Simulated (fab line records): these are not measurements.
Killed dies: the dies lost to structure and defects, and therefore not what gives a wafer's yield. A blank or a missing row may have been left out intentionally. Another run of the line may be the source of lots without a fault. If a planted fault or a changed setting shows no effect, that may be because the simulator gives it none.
A lot that was struck, set against a sound lot / flow rit cmos / 20 out of 202 route steps
Sound: these wafers, L639.2, L639.4, L639.6. Struck: wafers L648.1, L648.5, L648.6. The cause comes at the end.
Per side, at each step with rows, come the tool, then ch with its chambers, and then its first start. Under that, the readings that differ: sound wafers / struck wafers / difference of the means / sigmas: that difference in standard deviations of wafers without a fault.
alike: a reading whose means differ by less than 2 such deviations, as well as words and numbers matching on both sides. not compared: withheld readings; readings where some wafer has no value; bounds like >300 that might hide an equal value; numbers whose values overlap and for which the record gives no deviation.
Wherever a step has rows on one side only, a row that says differs or no value, or a row with sigmas, the two part there. When numbers do not overlap yet have no deviation, they are printed without sigmas and do not part them. A reading that every wafer of one side lacks parts them only if that side has two wafers or more.

first, 2 steps without rows for these wafers: RIT_NWELL_HARDBAKE_07 (time 120 s); RIT_NWELL_IMPLANT_08.
RIT_NWELL_STRIP_09: strips in O2, time 180 s.
  sound on plasma asher-01 ch 0,1, day 3 18:35; struck on plasma asher-03 ch 0,1, day 5 18:23
  alike: drypump motor current A
  not compared: rf hours counter h
RIT_NWELL_TW_MEAS_10:
  struck on film metro-02, day 5 18:33; sound on film metro-02, day 3 18:46
  alike: NWELL_TW
then, 6 steps without rows for these wafers: RIT_PWELL_HMDS_00 (prime time 60 s); RIT_PWELL_COAT_01 (resist thk 1300 nm); RIT_PWELL_SOFTBAKE_02 (time 60 s); RIT_PWELL_EXPOSE_03 (exposes mask M3, target cd 43700 nm); RIT_PWELL_PEB_04; RIT_PWELL_DEVELOP_05 (develop time 68 s).
RIT_PWELL_OVL_MEAS_06:
  struck on overlay-01, day 5 19:37; sound on overlay-02, day 3 19:49
  alike: PWELL_OVL
then, 1 step without rows for these wafers: RIT_PWELL_HARDBAKE_07 (time 120 s).
RIT_PWELL_IMPLANT_08:
  sound on implanter-02 ch 0, day 3 20:08; struck on implanter-03 ch 0, day 5 19:54
reading=dose ions cm2; sound=7.003e+13 7.001e+13 6.998e+13; struck=9.099e+13 9.09e+13 9.092e+13; difference=+2.093e+13; sigmas=+99 or more
reading=faraday current uA; sound=220 219 230; struck=295 285 291; difference=+67; sigmas=+14
RIT_PWELL_STRIP_09: strips in O2, time 180 s.
  sound on plasma asher-01 ch 0, day 3 20:15; struck on plasma asher-03 ch 0,1, day 5 20:03
  alike: drypump motor current A
  not compared: rf hours counter h
RIT_PWELL_TW_MEAS_10:
  struck on film metro-02, day 5 20:14; sound on film metro-03, day 3 20:26
reading=PWELL_TW; sound=953 949 946; struck=1043 1034 1035; difference=+88; sigmas=+20
then, 1 step without rows for these wafers: RIT_WELLDRIVE_ANNEAL_00 (time 14700 s).
RIT_WELLDRIVE_RS_MEAS_01: the measuring method here is four-point-probe.
  struck on film metro-01, day 6 02:20; sound on film metro-03, day 4 02:35
  alike: NWELL_RS
RIT_WELLDRIVE_RS_MEAS_02: the measuring method here is four-point-probe.
  struck on film metro-01, day 6 02:27; sound on film metro-03, day 4 02:42
reading=PWELL_RS (ohm/sq); sound=430.2 429.9 428.9; struck=363.4 364.6 365.0; difference=-65.3; sigmas=-65
then, 1 step without rows for these wafers: RIT_NRETRO_HMDS_00 (prime time 60 s).
RIT_M1_PROBE_99:
  struck on prober-02, day 7 08:49; sound on prober-01, day 5 11:56
reading=model.etest.nmos_0p3.r on ohm um; sound=2157 2155 2148; struck=2412 2440 2400; difference=+264; sigmas=
reading=model.etest.nmos_0p15.r on ohm um; sound=1156 1128 1150; struck=1227 1213 1185; difference=+64; sigmas=
reading=model.etest.pwell pinched.rs ohm sq; sound=472.7 468.5 473.4; struck=390.2 386.1 385.6; difference=-84.2; sigmas=
reading=model.etest.pwell.rs ohm sq; sound=417.3 413.3 418.4; struck=348.8 347.9 348.6; difference=-67.9; sigmas=
reading=model.etest.nmos turned.drive ua um; sound=341.3 349.5 347.9; struck=262.1 256.3 273.4; difference=-82.3; sigmas=
reading=model.etest.nmos_0p15.drive ua um; sound=474.9 487.8 481.3; struck=403 401.1 412.3; difference=-76; sigmas=
reading=model.etest.nmos narrow.drive ua um; sound=231.8 236.4 236.5; struck=184.8 183.6 186.8; difference=-49.8; sigmas=
reading=model.etest.nmos_0p3.drive ua um; sound=229.9 233.4 232.9; struck=184.5 180.9 185.2; difference=-48.5; sigmas=
  alike: killed at contacts, killed at front end, killed dies, killed open, killed short

WHERE THEY PART
First at RIT_PWELL_IMPLANT_08; last, within this record, at RIT_WELLDRIVE_RS_MEAS_02. Later steps at which nothing parts them and some readings are alike: RIT_M1_PROBE_99.

WHY: whatever the simulator had introduced
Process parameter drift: implanter-03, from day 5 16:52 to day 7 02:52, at RIT_PWELL_IMPLANT_08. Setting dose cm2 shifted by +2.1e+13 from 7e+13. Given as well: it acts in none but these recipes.
